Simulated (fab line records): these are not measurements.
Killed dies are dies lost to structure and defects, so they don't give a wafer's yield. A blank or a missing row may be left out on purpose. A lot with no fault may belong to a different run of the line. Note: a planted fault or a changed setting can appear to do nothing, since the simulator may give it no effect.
Chamber matching	flow berkeley cmos170	UCB170_ZERO_ETCH_06 on rie diel-04: 4 sister chambers
The step etches SiO2 in CHF3/CF4/Ar, time 12 s. 8 wafers are shown with their chamber, then 7 later ones without.

== WAFERS PAIRED WITH THEIR CHAMBERS ==
wafer	chamber	throttle valve pct (%)	oes product au (a.u.)
L107.5	2	9.02	0.614
L108.2	2	9.02	0.629
L108.5	1	9.42	0.610
L112.1	3	8.96	0.614
L112.2	1	9.43	0.607
L112.3	0	9.36	0.606
L111.3	0	9.36	0.607
L111.4	3	8.94	0.613

== WAFERS MISSING THEIR CHAMBER ==
wafer	throttle valve pct (%)	oes product au (a.u.)
L111.5	9.03	0.619
L114.4	9.03	0.622
L114.5	9.37	0.609
L114.6	9.41	0.606
L126.3	9.03	0.614
L126.5	9.03	0.623
L126.6	9.40	0.604

== EACH ONE'S CHAMBER ==
wafer	from the rows above	in truth
L111.5	2	2
L114.4	2	2
L114.5	0	0
L114.6	1	1
L126.3	2	2
L126.5	2	2
L126.6	can't be placed: 1 or 0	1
Placed correctly: 6 of 7. Not placeable from these rows: 1 (in 1, the candidates include the true chamber). Placed wrongly: 0.
How it was worked out, from the rows above alone: a wafer's distance from a chamber is the root of the sum, over the readings, of the square of ((its reading less the chamber's mean) divided by the reading's scatter). If the next closest chamber is less than 2 further off than the closest, the wafer can't be placed; otherwise it belongs to the closest. Each chamber's mean is taken over the wafers shown for it. The scatter: take each reading less its chamber's mean, square it, sum over the shown wafers, divide by the number of wafers less the number of chambers, and take the root.
